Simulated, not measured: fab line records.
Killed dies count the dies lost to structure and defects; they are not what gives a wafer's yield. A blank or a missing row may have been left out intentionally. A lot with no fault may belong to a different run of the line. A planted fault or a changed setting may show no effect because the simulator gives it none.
fab line records | flow rit_cmos
record lots=5 | wafers=23
route steps=202 shown GATE@95 SPACER@128 NSD@139 PSD@143 CONTACT@171
start_h: start of the lot's first displayed wafer, in hours after the record's first day | wait_h: time in hours since the lot's previous step | " as in the row above | L1.1+2: several wafers, shown together as one row | - no value, or no start was given | * or withheld: withheld | < > ~ a bound
route shown NAME@n: a module of which the file shows steps, and the number in the route of the first | usual: mean/standard deviation of fault-free wafers | same: alike in all rows | chamber/n: place in a boat | sites: readings site by site | _std_site: how widely they spread, as a standard deviation | _edge_site: the outer-site mean with the inner-site mean subtracted | radius_mm: for every site, how far away it sits from the centre of the wafer | mask NAME#n: copy n | behind: tool/chamber where the wafer was last shaped | hold: reason for holding the lot/hours on hold/outcome of the hold | device: which transistor (n, p or np) failed to switch | end of line: tests of these same wafers at the route's end | a step with no rows: only its recipe | killed: not the wafer's yield, but the dies lost to structure and defects at the first sort | map: dies across one wafer; x = killed, . = not, _ = none there
set.NAME: the setting as run; set.NAME@STEP: as run at that earlier step | model.NAME: the simulator's own value behind a step, which no gauge read
lots whose settings were changed on purpose; a table a step, a row a wafer
## steps
# step RIT_GATE_ETCH_19
# recipe chemistry=SF6/CHF3/O2 | time_s=165 | SF6_flow_sccm=30 | CHF3_flow_sccm=30 | O2_flow_sccm=5 | target=poly-Si | pressure_mtorr=40 | rf_w=160 | target_depth_a=3125 | over_etch_frac=0.25 | stop_on=SiO2
lot.wafer  | tool      | chamber | start_h | wait_h | set.time_s
L074.1+3+6 | rie_si-02 | 3,2,3   | 44.84   | 0.1    | 177.2
L074.2+4   | "         | 0,1     | "       | "      | 165
L076.1+4+6 | rie_si-02 | 2,0,1   | 61.44   | 0.1    | 155.3
L076.2+5   | "         | 1,0     | "       | "      | 165
L078.1+2+3 | rie_si-02 | 0,2,3   | 83.15   | 0.1    | 165
L079.1+2+4 | rie_si-01 | 3,2,1   | 92.39   | 0.1    | 165
L079.5+6   | "         | 2,3     | "       | "      | 174.2
L084.1+2+4 | rie_si-01 | 1,2,0   | 111.97  | 0.1    | 165
L084.5+6   | "         | 2,3     | "       | "      | 153.1
# step RIT_GATE_STRIP_20
# recipe chemistry=O2 | time_s=180 | resist=NOVOLAK | platen_temp_c=withheld | power_w=500 | pressure_mtorr=4000 | o2_flow_sccm=4000
# step RIT_GATE_CD_MEAS_90
# recipe target_cd_nm=150
# usual cd_nm=149.9/2.5
lot.wafer | tool      | chamber | start_h | wait_h | set.dose_mj@GATE_EXPOSE_13 | cd_nm
L074.1    | cd_sem-02 | -       | 45.12   | 0.1    | 392.8                      | 129.2
L074.2    | "         | -       | "       | "      | 392.8                      | 130.2
L074.3    | "         | -       | "       | "      | 380                        | 148.8
L074.4    | "         | -       | "       | "      | 380                        | 148.7
L074.6    | "         | -       | "       | "      | 380                        | 146.9
L076.1    | cd_sem-02 | -       | 61.72   | 0.1    | 380                        | 148.4
L076.2    | "         | -       | "       | "      | 380                        | 150.7
L076.4    | "         | -       | "       | "      | 400.9                      | 124.1
L076.5    | "         | -       | "       | "      | 400.9                      | 122.0
L076.6    | "         | -       | "       | "      | 400.9                      | 121.2
L078.1    | cd_sem-02 | -       | 83.43   | 0.1    | 380                        | 149.3
L078.2    | "         | -       | "       | "      | 380                        | 148.8
L078.3    | "         | -       | "       | "      | 380                        | 152.3
L079.1    | cd_sem-01 | -       | 92.67   | 0.1    | 380                        | 145.3
L079.2    | "         | -       | "       | "      | 405.9                      | 111.2
L079.4    | "         | -       | "       | "      | 380                        | 145.8
L079.5    | "         | -       | "       | "      | 405.9                      | 112.8
L079.6    | "         | -       | "       | "      | 380                        | 145.1
L084.1    | cd_sem-01 | -       | 112.25  | 0.1    | 354.8                      | 187.3
L084.2    | "         | -       | "       | "      | 354.8                      | 186.8
L084.4    | "         | -       | "       | "      | 380                        | 151.7
L084.5    | "         | -       | "       | "      | 380                        | 153.6
L084.6    | "         | -       | "       | "      | 354.8                      | 190.5
# step RIT_SPACER_CVD_03
# recipe material=Si3N4 | target_thk_nm=250 | temp_c=810 | precursor=SiH2Cl2/NH3 | time_s=3300 | pressure_mtorr=300 | sih2cl2_flow_sccm=60 | nh3_flow_sccm=150
lot.wafer | tool     | chamber | start_h | wait_h | set.pressure_mtorr | model.Si3N4_of_SPACER_CVD_03.thk_nm
L074.1    | -        | -       | -       | 0.0    | 331.7              | 259.5
L074.2+4  | "        | -       | "       | "      | 331.7              | 258.2
L074.3    | "        | -       | "       | "      | 331.7              | 256.5
L074.6    | "        | -       | "       | "      | 331.7              | 257.9
L076.1    | -        | -       | -       | 0.0    | 266.7              | 239.8
L076.2    | "        | -       | "       | "      | 266.7              | 237.4
L076.4    | "        | -       | "       | "      | 266.7              | 238.9
L076.5    | "        | -       | "       | "      | 266.7              | 240.5
L076.6    | "        | -       | "       | "      | 266.7              | 238
L078.1    | lpcvd-01 | 0       | 95.35   | 0.0    | 300                | 247
L078.2    | "        | 0       | "       | "      | 300                | 246.4
L078.3    | "        | 0       | "       | "      | 300                | 245.4
L079.1+5  | -        | -       | -       | 1.5    | 328.5              | 261.5
L079.2    | "        | -       | "       | "      | 328.5              | 261.6
L079.4    | "        | -       | "       | "      | 328.5              | 261.8
L079.6    | "        | -       | "       | "      | 328.5              | 262
L084.1    | -        | -       | -       | 0.0    | 334.2              | 258.3
L084.2    | "        | -       | "       | "      | 334.2              | 259.6
L084.4    | "        | -       | "       | "      | 334.2              | 258.9
L084.5    | "        | -       | "       | "      | 334.2              | 259
L084.6    | "        | -       | "       | "      | 334.2              | 259.4
# step RIT_SPACER_THK_MEAS_04
# recipe reads=Si3N4_of_SPACER_CVD_03
# usual SPACER_NITRIDE_THK=249.4/2.9
lot.wafer | tool          | chamber | start_h | wait_h | set.pressure_mtorr@SPACER_CVD_03 | SPACER_NITRIDE_THK[nm]
L074.1    | film_metro-01 | -       | -       | -      | 331.7                            | 259.5
L074.2    | "             | -       | "       | "      | 331.7                            | 258.3
L074.3    | "             | -       | "       | "      | 331.7                            | 256.7
L074.4    | "             | -       | "       | "      | 331.7                            | 258.3
L074.6    | "             | -       | "       | "      | 331.7                            | 257.9
L076.1    | film_metro-04 | -       | -       | -      | 266.7                            | 239.8
L076.2    | "             | -       | "       | "      | 266.7                            | 237.3
L076.4    | "             | -       | "       | "      | 266.7                            | 238.9
L076.5    | "             | -       | "       | "      | 266.7                            | 240.6
L076.6    | "             | -       | "       | "      | 266.7                            | 238.1
L078.1    | film_metro-04 | -       | 97.26   | 0.0    | 300                              | 247.0
L078.2    | "             | -       | "       | "      | 300                              | 246.4
L078.3    | "             | -       | "       | "      | 300                              | 245.5
L079.1    | film_metro-03 | -       | -       | -      | 328.5                            | 261.5
L079.2    | "             | -       | "       | "      | 328.5                            | 261.4
L079.4    | "             | -       | "       | "      | 328.5                            | 261.9
L079.5    | "             | -       | "       | "      | 328.5                            | 261.6
L079.6    | "             | -       | "       | "      | 328.5                            | 262.0
L084.1    | film_metro-01 | -       | -       | -      | 334.2                            | 258.4
L084.2    | "             | -       | "       | "      | 334.2                            | 259.5
L084.4    | "             | -       | "       | "      | 334.2                            | 259.0
L084.5    | "             | -       | "       | "      | 334.2                            | 259.0
L084.6    | "             | -       | "       | "      | 334.2                            | 259.5
# step RIT_SPACER_ETCHBACK_05
# recipe target_depth_a=2500 | SF6_flow_sccm=30 | CHF3_flow_sccm=30 | target=Si3N4 | chemistry=SF6/CHF3 | pressure_mtorr=40 | rf_w=250 | time_s=240 | stop_on=SiO2
lot.wafer | tool        | chamber | start_h | wait_h | set.pressure_mtorr@SPACER_CVD_03 | model.etch.depth_nm | model.Si3N4_of_SPACER_CVD_03.thk_nm
L074.1    | rie_diel-02 | 0       | 57.88   | 0.1    | 331.7                            | 259.5               | 203.6
L074.2    | "           | 3       | "       | "      | 331.7                            | 258.2               | 202.3
L074.3    | "           | 1       | "       | "      | 331.7                            | 256.5               | 203
L074.4    | "           | 2       | "       | "      | 331.7                            | 258.2               | 202.8
L074.6    | "           | 0       | "       | "      | 331.7                            | 257.9               | 201.7
L076.1    | rie_diel-02 | 0       | 74.44   | 0.1    | 266.7                            | 239.8               | 187.6
L076.2    | "           | 3       | "       | "      | 266.7                            | 237.4               | 185.2
L076.4    | "           | 3       | "       | "      | 266.7                            | 238.9               | 186.5
L076.5    | "           | 0       | "       | "      | 266.7                            | 240.5               | 188.4
L076.6    | "           | 1       | "       | "      | 266.7                            | 238                 | 188.1
L078.1    | rie_diel-02 | 2       | 97.32   | 0.1    | 300                              | 247                 | 194.1
L078.2    | "           | 3       | "       | "      | 300                              | 246.4               | 192.9
L078.3    | "           | 1       | "       | "      | 300                              | 245.4               | 195
L079.1    | rie_diel-04 | 1       | 107.10  | 0.1    | 328.5                            | 261.5               | 205.5
L079.2    | "           | 2       | "       | "      | 328.5                            | 261.6               | 205
L079.4    | "           | 3       | "       | "      | 328.5                            | 261.8               | 204.7
L079.5    | "           | 3       | "       | "      | 328.5                            | 261.5               | 204.4
L079.6    | "           | 2       | "       | "      | 328.5                            | 262                 | 205.5
L084.1    | rie_diel-01 | 0       | 122.25  | 0.1    | 334.2                            | 258.3               | 201.7
L084.2    | "           | 2       | "       | "      | 334.2                            | 259.6               | 203.9
L084.4    | "           | 3       | "       | "      | 334.2                            | 258.9               | 203.7
L084.5    | "           | 2       | "       | "      | 334.2                            | 259                 | 203.5
L084.6    | "           | 3       | "       | "      | 334.2                            | 259.4               | 204.3
# step RIT_NSD_IMPLANT_08
# recipe species=P | energy_kev=25 | dose_cm2=1e+15 | tilt_deg=7
lot.wafer      | tool         | chamber | start_h | wait_h | set.energy_kev | model.implant.rp_nm | model.implant.drp_nm
L074.1+6       | implanter-04 | 0       | 59.06   | 0.1    | 23.65          | 30.43               | 14.35
L074.2+3+4     | "            | 0       | "       | "      | 25             | 31.6                | 14.84
L076.1+5+6     | implanter-03 | 0       | 75.75   | 0.1    | 23.98          | 31.5                | 14.47
L076.2+4       | "            | 0       | "       | "      | 25             | 32.4                | 14.84
L078.1+2+3     | implanter-03 | 0       | 98.64   | 0.1    | 25             | 33.25               | 14.84
L079.1+2+4+5+6 | implanter-01 | 0       | 108.52  | 0.1    | 25             | 31.82               | 14.84
L084.1+5       | implanter-03 | 0       | 123.62  | 0.1    | 25.85          | 32.52               | 15.14
L084.2+4+6     | "            | 0       | "       | "      | 25             | 31.79               | 14.84
# step RIT_PSD_COAT_01
# recipe resist=NOVOLAK | spin_rpm=3250 | resist_thk_nm=1000
lot.wafer | tool           | chamber | start_h | wait_h | set.resist_thk_nm | model.NOVOLAK_of_PSD_COAT_01.thk_nm
L074.1    | litho_track-04 | 0       | 59.60   | 0.1    | 984.8             | 979.2
L074.2    | "              | 0       | "       | "      | 984.8             | 980.9
L074.3    | "              | 0       | "       | "      | 1000              | 994.8
L074.4    | "              | 0       | "       | "      | 984.8             | 981.9
L074.6    | "              | 0       | "       | "      | 1000              | 997.7
L076.1    | litho_track-01 | 0       | 76.28   | 0.1    | 957.7             | 963.5
L076.2    | "              | 0       | "       | "      | 1000              | 1004
L076.4    | "              | 0       | "       | "      | 957.7             | 963.3
L076.5    | "              | 0       | "       | "      | 957.7             | 960.8
L076.6    | "              | 0       | "       | "      | 1000              | 1008
L078.1    | litho_track-03 | 0       | 99.17   | 0.1    | 1000              | 1003
L078.2    | "              | 0       | "       | "      | 1000              | 1005
L078.3    | "              | 0       | "       | "      | 1000              | 1004
L079.1    | litho_track-01 | 0       | 109.12  | 0.1    | 1000              | 1000
L079.2    | "              | 0       | "       | "      | 1045              | 1045
L079.4    | "              | 0       | "       | "      | 1045              | 1044
L079.5    | "              | 0       | "       | "      | 1000              | 999.1
L079.6    | "              | 0       | "       | "      | 1000              | 1002
L084.1    | litho_track-03 | 0       | 124.15  | 0.1    | 1000              | 999.3
L084.2    | "              | 0       | "       | "      | 1000              | 999.1
L084.4    | "              | 0       | "       | "      | 1000              | 1002
L084.5    | "              | 0       | "       | "      | 1000              | 999.7
L084.6    | "              | 0       | "       | "      | 1000              | 998.3
# step RIT_PSD_HARDBAKE_07
# recipe resist=NOVOLAK | temp_c=140 | time_s=60
lot.wafer | tool           | chamber | start_h | wait_h | set.temp_c | set.resist_thk_nm@PSD_COAT_01 | model.NOVOLAK_of_PSD_COAT_01.thk_nm
L074.1    | litho_track-04 | 0       | 60.46   | 0.0    | 140        | 984.8                         | 865.6
L074.2    | "              | 0       | "       | "      | 140        | 984.8                         | 867.1
L074.3    | "              | 0       | "       | "      | 140        | 1000                          | 879.2
L074.4    | "              | 0       | "       | "      | 140        | 984.8                         | 868
L074.6    | "              | 0       | "       | "      | 140        | 1000                          | 881.7
L076.1    | litho_track-03 | 0       | 77.02   | 0.0    | 136.1      | 957.7                         | 857.9
L076.2    | "              | 0       | "       | "      | 136.1      | 1000                          | 893.9
L076.4    | "              | 0       | "       | "      | 136.1      | 957.7                         | 857.7
L076.5    | "              | 0       | "       | "      | 140        | 957.7                         | 849.5
L076.6    | "              | 0       | "       | "      | 140        | 1000                          | 891
L078.1    | litho_track-01 | 0       | 100.05  | 0.0    | 140        | 1000                          | 886.8
L078.2    | "              | 0       | "       | "      | 140        | 1000                          | 888.1
L078.3    | "              | 0       | "       | "      | 140        | 1000                          | 887.5
L079.1    | litho_track-04 | 0       | 109.86  | 0.0    | 140        | 1000                          | 884.1
L079.2    | "              | 0       | "       | "      | 137        | 1045                          | 928.2
L079.4    | "              | 0       | "       | "      | 140        | 1045                          | 922
L079.5    | "              | 0       | "       | "      | 140        | 1000                          | 883
L079.6    | "              | 0       | "       | "      | 137        | 1000                          | 890
L084.1    | litho_track-03 | 0       | 125.41  | 0.3    | 143.6      | 1000                          | 878.7
L084.2    | "              | 0       | "       | "      | 140        | 1000                          | 882.9
L084.4    | "              | 0       | "       | "      | 143.6      | 1000                          | 880.8
L084.5    | "              | 0       | "       | "      | 140        | 1000                          | 883.5
L084.6    | "              | 0       | "       | "      | 143.6      | 1000                          | 877.8
# step RIT_CONTACT_COAT_03
# recipe resist=NOVOLAK | spin_rpm=3250 | resist_thk_nm=1000
lot.wafer  | tool           | chamber | start_h | wait_h | set.spin_rpm | model.NOVOLAK_of_CONTACT_COAT_03.thk_nm
L074.1     | litho_track-02 | 0       | 62.69   | 0.1    | 3250         | 1002
L074.2+3   | "              | 0       | "       | "      | 3250         | 1001
L074.4     | "              | 0       | "       | "      | 3250         | 1005
L074.6     | "              | 0       | "       | "      | 3250         | 1006
L076.1     | litho_track-01 | 0       | 79.26   | 0.1    | 3250         | 998.7
L076.2     | "              | 0       | "       | "      | 3383         | 979.6
L076.4     | "              | 0       | "       | "      | 3250         | 998
L076.5     | "              | 0       | "       | "      | 3383         | 978.4
L076.6     | "              | 0       | "       | "      | 3383         | 979.2
L078.1+2+3 | litho_track-03 | 0       | 102.45  | 0.1    | 3250         | 1002
L079.1     | litho_track-02 | 0       | 112.08  | 0.1    | 3154         | 1015
L079.2     | "              | 0       | "       | "      | 3250         | 999
L079.4     | "              | 0       | "       | "      | 3154         | 1014
L079.5     | "              | 0       | "       | "      | 3250         | 1000
L079.6     | "              | 0       | "       | "      | 3250         | 1002
L084.1     | litho_track-01 | 0       | 127.63  | 0.1    | 3098         | 1029
L084.2     | "              | 0       | "       | "      | 3098         | 1026
L084.4     | "              | 0       | "       | "      | 3250         | 1006
L084.5     | "              | 0       | "       | "      | 3098         | 1030
L084.6     | "              | 0       | "       | "      | 3250         | 1002
# step RIT_CONTACT_DEVELOP_07
# recipe resist=NOVOLAK | develop_time_s=120 | dev_temp_c=23
lot.wafer      | tool           | chamber | start_h | wait_h | set.develop_time_s
L074.1+3+4     | litho_track-01 | 0       | -       | -      | 114.9
L074.2+6       | "              | 0       | "       | "      | 120
L076.1+2+5     | litho_track-01 | 0       | -       | -      | 120
L076.4+6       | "              | 0       | "       | "      | 136.2
L078.1+2+3     | litho_track-02 | 0       | -       | -      | 120
L079.1+2+4+5+6 | litho_track-02 | 0       | -       | -      | 120
L084.1+6       | litho_track-03 | 0       | -       | -      | 120
L084.2+4+5     | "              | 0       | "       | "      | 135.9
# step RIT_CONTACT_CD_MEAS_08
# recipe target_cd_nm=1000
# usual cd_nm=999.7/2.4
lot.wafer | tool      | chamber | start_h | wait_h | set.develop_time_s@CONTACT_DEVELOP_07 | cd_nm
L074.1    | cd_sem-01 | -       | 63.63   | -      | 114.9                                 | 995.8
L074.2    | "         | -       | "       | "      | 120                                   | 998.1
L074.3    | "         | -       | "       | "      | 114.9                                 | 992.3
L074.4    | "         | -       | "       | "      | 114.9                                 | 993.5
L074.6    | "         | -       | "       | "      | 120                                   | 997.7
L076.1    | cd_sem-02 | -       | 80.07   | -      | 120                                   | 1004.0
L076.2    | "         | -       | "       | "      | 120                                   | 1006.4
L076.4    | "         | -       | "       | "      | 136.2                                 | 1014.3
L076.5    | "         | -       | "       | "      | 120                                   | 1005.1
L076.6    | "         | -       | "       | "      | 136.2                                 | 1018.4
L078.1    | cd_sem-01 | -       | 103.39  | -      | 120                                   | 999.1
L078.2    | "         | -       | "       | "      | 120                                   | 996.8
L078.3    | "         | -       | "       | "      | 120                                   | 1000.7
L079.1    | cd_sem-01 | -       | 113.03  | -      | 120                                   | 997.8
L079.2    | "         | -       | "       | "      | 120                                   | 998.7
L079.4    | "         | -       | "       | "      | 120                                   | 997.0
L079.5    | "         | -       | "       | "      | 120                                   | 998.0
L079.6    | "         | -       | "       | "      | 120                                   | 998.6
L084.1    | cd_sem-02 | -       | 128.51  | -      | 120                                   | 1000.9
L084.2    | "         | -       | "       | "      | 135.9                                 | 1009.5
L084.4    | "         | -       | "       | "      | 135.9                                 | 1012.2
L084.5    | "         | -       | "       | "      | 135.9                                 | 1009.0
L084.6    | "         | -       | "       | "      | 120                                   | 1004.0
# step RIT_CONTACT_HARDBAKE_10
# recipe resist=NOVOLAK | temp_c=140 | time_s=60
lot.wafer | tool           | chamber | start_h | wait_h | set.spin_rpm@CONTACT_COAT_03 | model.NOVOLAK_of_CONTACT_COAT_03.thk_nm
L074.1    | litho_track-01 | 0       | 63.79   | 0.0    | 3250                         | 885
L074.2    | "              | 0       | "       | "      | 3250                         | 884.4
L074.3    | "              | 0       | "       | "      | 3250                         | 884.6
L074.4    | "              | 0       | "       | "      | 3250                         | 887.5
L074.6    | "              | 0       | "       | "      | 3250                         | 888.3
L076.1    | litho_track-01 | 0       | 80.23   | 0.0    | 3250                         | 882.2
L076.2    | "              | 0       | "       | "      | 3383                         | 865.5
L076.4    | "              | 0       | "       | "      | 3250                         | 881.5
L076.5    | "              | 0       | "       | "      | 3383                         | 864.4
L076.6    | "              | 0       | "       | "      | 3383                         | 865
L078.1    | litho_track-02 | 0       | 103.54  | 0.0    | 3250                         | 885.2
L078.2    | "              | 0       | "       | "      | 3250                         | 884.8
L078.3    | "              | 0       | "       | "      | 3250                         | 885
L079.1    | litho_track-03 | 0       | 113.21  | 0.1    | 3154                         | 896
L079.2    | "              | 0       | "       | "      | 3250                         | 882.4
L079.4    | "              | 0       | "       | "      | 3154                         | 895.9
L079.5    | "              | 0       | "       | "      | 3250                         | 883.6
L079.6    | "              | 0       | "       | "      | 3250                         | 885.5
L084.1    | litho_track-02 | 0       | 128.66  | 0.0    | 3098                         | 908.5
L084.2    | "              | 0       | "       | "      | 3098                         | 906.1
L084.4    | "              | 0       | "       | "      | 3250                         | 888.8
L084.5    | "              | 0       | "       | "      | 3098                         | 909.7
L084.6    | "              | 0       | "       | "      | 3250                         | 885.5
# step RIT_CONTACT_ETCH_11
# recipe target_depth_a=4800 | over_etch_frac=0.2 | stop_on=TiSi2 | chemistry=CHF3/CF4/Ar | target=SiO2 | CHF3_flow_sccm=50 | cf4_flow_sccm=10 | Ar_flow_sccm=100 | O2_flow_sccm=5 | pressure_mtorr=100 | rf_w=200 | time_s=320
lot.wafer | tool        | chamber | start_h | wait_h | set.spin_rpm@CONTACT_COAT_03 | set.develop_time_s@CONTACT_DEVELOP_07 | model.NOVOLAK_of_CONTACT_COAT_03.thk_nm | model.CONTACT.cd_nm
L074.1    | rie_diel-02 | 2       | 63.94   | 0.1    | 3250                         | 114.9                                 | 771                                     | 995.3
L074.2    | "           | 0       | "       | "      | 3250                         | 120                                   | 770.3                                   | 998.5
L074.3    | "           | 3       | "       | "      | 3250                         | 114.9                                 | 767.3                                   | 992.4
L074.4    | "           | 1       | "       | "      | 3250                         | 114.9                                 | 777.5                                   | 993.1
L074.6    | "           | 0       | "       | "      | 3250                         | 120                                   | 773.3                                   | 997.7
L076.1    | rie_diel-03 | 1       | 80.38   | 0.1    | 3250                         | 120                                   | 772.5                                   | 1004
L076.2    | "           | 3       | "       | "      | 3383                         | 120                                   | 752.5                                   | 1006
L076.4    | "           | 2       | "       | "      | 3250                         | 136.2                                 | 765.7                                   | 1014
L076.5    | "           | 1       | "       | "      | 3383                         | 120                                   | 753.6                                   | 1005
L076.6    | "           | 0       | "       | "      | 3383                         | 136.2                                 | 752.9                                   | 1018
L078.1    | rie_diel-03 | 2       | 103.69  | 0.1    | 3250                         | 120                                   | 768.1                                   | 999.7
L078.2    | "           | 1       | "       | "      | 3250                         | 120                                   | 773.8                                   | 996.9
L078.3    | "           | 3       | "       | "      | 3250                         | 120                                   | 773.5                                   | -
L079.1    | rie_diel-03 | 1       | 113.36  | 0.1    | 3154                         | 120                                   | 786.1                                   | 996.9
L079.2    | "           | 2       | "       | "      | 3250                         | 120                                   | 767.7                                   | 999.1
L079.4    | "           | 0       | "       | "      | 3154                         | 120                                   | 785.4                                   | 997
L079.5    | "           | 2       | "       | "      | 3250                         | 120                                   | 768.1                                   | 998.3
L079.6    | "           | 3       | "       | "      | 3250                         | 120                                   | 774.3                                   | 998
L084.1    | rie_diel-03 | 2       | 128.81  | 0.1    | 3098                         | 120                                   | 792.3                                   | 1001
L084.2    | "           | 1       | "       | "      | 3098                         | 135.9                                 | 796.6                                   | 1010
L084.4    | "           | 3       | "       | "      | 3250                         | 135.9                                 | 775.1                                   | 1012
L084.5    | "           | 1       | "       | "      | 3098                         | 135.9                                 | 800.1                                   | 1009
L084.6    | "           | 2       | "       | "      | 3250                         | 120                                   | 769.8                                   | 1004
# step RIT_CONTACT_STRIP_12
# recipe chemistry=O2 | time_s=180 | resist=NOVOLAK | platen_temp_c=withheld | power_w=500 | pressure_mtorr=4000 | o2_flow_sccm=4000
# step RIT_CONTACT_CD_MEAS_90
# recipe target_cd_nm=1000
# usual cd_nm=999.6/2.4
lot.wafer | tool      | chamber | start_h | wait_h | set.develop_time_s@CONTACT_DEVELOP_07 | cd_nm
L074.1    | cd_sem-01 | -       | 64.31   | 0.1    | 114.9                                 | 995.7
L074.2    | "         | -       | "       | "      | 120                                   | 998.6
L074.3    | "         | -       | "       | "      | 114.9                                 | 992.3
L074.4    | "         | -       | "       | "      | 114.9                                 | 993.1
L074.6    | "         | -       | "       | "      | 120                                   | 997.8
L076.1    | cd_sem-01 | -       | 80.75   | 0.1    | 120                                   | 1003.7
L076.2    | "         | -       | "       | "      | 120                                   | 1006.2
L076.4    | "         | -       | "       | "      | 136.2                                 | 1014.6
L076.5    | "         | -       | "       | "      | 120                                   | 1004.4
L076.6    | "         | -       | "       | "      | 136.2                                 | 1018.5
L078.1    | cd_sem-01 | -       | 104.06  | 0.1    | 120                                   | 1000.0
L078.2    | "         | -       | "       | "      | 120                                   | 996.8
L078.3    | "         | -       | "       | "      | 120                                   | 1000.3
L079.1    | cd_sem-02 | -       | 113.73  | 0.1    | 120                                   | 996.8
L079.2    | "         | -       | "       | "      | 120                                   | 999.4
L079.4    | "         | -       | "       | "      | 120                                   | 996.8
L079.5    | "         | -       | "       | "      | 120                                   | 998.8
L079.6    | "         | -       | "       | "      | 120                                   | 997.9
L084.1    | cd_sem-02 | -       | 129.18  | 0.1    | 120                                   | 1000.4
L084.2    | "         | -       | "       | "      | 135.9                                 | 1009.5
L084.4    | "         | -       | "       | "      | 135.9                                 | 1011.8
L084.5    | "         | -       | "       | "      | 135.9                                 | 1009.3
L084.6    | "         | -       | "       | "      | 120                                   | 1003.8
## key
split step=RIT_GATE_ETCH_19 | setting=time_s | stated=165 | by=wafer
response none clear
split step=RIT_SPACER_CVD_03 | setting=pressure_mtorr | stated=300 | by=lot
response step=RIT_SPACER_CVD_03 | reading=model.Si3N4_of_SPACER_CVD_03.thk_nm | change=+0.969 | per=1% | r=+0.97
response step=RIT_SPACER_THK_MEAS_04 | reading=SPACER_NITRIDE_THK | change=+0.97 | per=1% | r=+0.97
response step=RIT_SPACER_ETCHBACK_05 | reading=model.etch.depth_nm | change=+0.969 | per=1% | r=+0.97
response step=RIT_SPACER_ETCHBACK_05 | reading=model.Si3N4_of_SPACER_CVD_03.thk_nm | change=+0.77 | per=1% | r=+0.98
split step=RIT_NSD_IMPLANT_08 | setting=energy_kev | stated=25 | by=wafer
response step=RIT_NSD_IMPLANT_08 | reading=model.implant.rp_nm | change=+0.217 | per=1% | r=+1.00
response step=RIT_NSD_IMPLANT_08 | reading=model.implant.drp_nm | change=+0.0901 | per=1% | r=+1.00
split step=RIT_PSD_COAT_01 | setting=resist_thk_nm | stated=1000 | by=wafer
response step=RIT_PSD_COAT_01 | reading=model.NOVOLAK_of_PSD_COAT_01.thk_nm | change=+10 | per=1% | r=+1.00
response step=RIT_PSD_HARDBAKE_07 | reading=model.NOVOLAK_of_PSD_COAT_01.thk_nm | change=+8.81 | per=1% | r=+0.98
split step=RIT_PSD_HARDBAKE_07 | setting=temp_c | stated=140 | by=wafer
response none clear
split step=RIT_CONTACT_COAT_03 | setting=spin_rpm | stated=3250 | by=wafer
response step=RIT_CONTACT_COAT_03 | reading=model.NOVOLAK_of_CONTACT_COAT_03.thk_nm | change=-4.9 | per=1% | r=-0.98
response step=RIT_CONTACT_HARDBAKE_10 | reading=model.NOVOLAK_of_CONTACT_COAT_03.thk_nm | change=-4.28 | per=1% | r=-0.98
response step=RIT_CONTACT_ETCH_11 | reading=model.NOVOLAK_of_CONTACT_COAT_03.thk_nm | change=-4.73 | per=1% | r=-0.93
split step=RIT_CONTACT_DEVELOP_07 | setting=develop_time_s | stated=120 | by=wafer
response step=RIT_CONTACT_CD_MEAS_08 | reading=cd_nm | change=+0.722 | per=1% | r=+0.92
response step=RIT_CONTACT_ETCH_11 | reading=model.CONTACT.cd_nm | change=+0.743 | per=1% | r=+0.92
response step=RIT_CONTACT_CD_MEAS_90 | reading=cd_nm | change=+0.759 | per=1% | r=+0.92
split outside_this_file step=RIT_GATE_EXPOSE_13 setting=dose_mj
# split outside_this_file: this setting was split too, and the file shows its column; the key of that split is in another file
